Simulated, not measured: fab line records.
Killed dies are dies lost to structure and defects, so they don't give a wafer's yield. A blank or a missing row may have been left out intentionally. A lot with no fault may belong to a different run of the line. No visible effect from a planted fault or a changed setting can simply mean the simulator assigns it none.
Which of the tools did it? / flow berkeley_cmos170 / 6 lots, 18 wafers sampled, at 2 steps of a route of 331

WHAT THE GAUGES READ, wafer by wafer
UCB170_SILICIDE_RS_MEAS_02: the measuring method here is four-point-probe.
lot=L739; measured=day 7 02:45; on=film_metro-04; SILICIDE_TI_RS (ohm/sq)=25.8 26.2 25.7
lot=L742; measured=day 7 12:14; on=film_metro-04; SILICIDE_TI_RS (ohm/sq)=25.3 26.2 25.4
lot=L744; measured=day 8 01:23; on=film_metro-03; SILICIDE_TI_RS (ohm/sq)=25.9 25.8 26.0
lot=L747; measured=day 8 06:57; on=film_metro-04; SILICIDE_TI_RS (ohm/sq)=25.4 26.3 25.3
lot=L752; measured=day 9 14:28; on=film_metro-04; SILICIDE_TI_RS (ohm/sq)=25.8 47.8 25.4
lot=L758; measured=day 10 20:32; on=film_metro-04; SILICIDE_TI_RS (ohm/sq)=25.6 25.5 25.6

WHICH TOOL RAN EACH LOT (tool, then ch and the chambers of the sampled wafers, then the start)
lot=L739; UCB170_SILICIDE_SPUTTER_01=pvd_sputter-02, day 7 02:43
lot=L742; UCB170_SILICIDE_SPUTTER_01=pvd_sputter-04, day 7 12:12
lot=L744; UCB170_SILICIDE_SPUTTER_01=pvd_sputter-04, day 8 01:19
lot=L747; UCB170_SILICIDE_SPUTTER_01=pvd_sputter-04, day 8 06:55
lot=L752; UCB170_SILICIDE_SPUTTER_01=pvd_sputter-04, day 9 14:23
lot=L758; UCB170_SILICIDE_SPUTTER_01=pvd_sputter-01, day 10 20:30
- UCB170_SILICIDE_SPUTTER_01: material Ti, target thk 30 nm, time 25 s.

THE ANSWER, worked out from the rows above alone
Rule: usual is defined by the lots themselves. The widest of any qualifying gaps counts: lots, ordered by their means at a reading, are off when they make up no more than a third of the lots, leave a main group of 4 or more, and stand apart from it by 3 or more times the standard deviation of that group's means. Not used: any main group whose means are identical at the precision the tables above print for the reading. Also off: a lot with no number at a reading for which 4 or more lots have one. The other lots that the step has rows for count as sound.
Off: L752, seen at UCB170_SILICIDE_RS_MEAS_02 (SILICIDE_TI_RS). For the main group the mean is 25.7 ohm/sq and the standard deviation 0.14.
If a tool, at a process step before that reading, ran all the lots that are off and no sound lot after the first of them, it fits. Those tools and the gauges at UCB170_SILICIDE_RS_MEAS_02 are tried in the same way. One fits: UCB170_SILICIDE_SPUTTER_01 on pvd_sputter-04. Its last sound lot is L747 (day 8 06:55), its first lot that is off L752 (day 9 14:23): a fault that began between those two fits.

WHAT THE SIMULATOR HAD INSERTED
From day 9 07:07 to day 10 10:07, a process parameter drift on pvd_sputter-04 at UCB170_SILICIDE_SPUTTER_01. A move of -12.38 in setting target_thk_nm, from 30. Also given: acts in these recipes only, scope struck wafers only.
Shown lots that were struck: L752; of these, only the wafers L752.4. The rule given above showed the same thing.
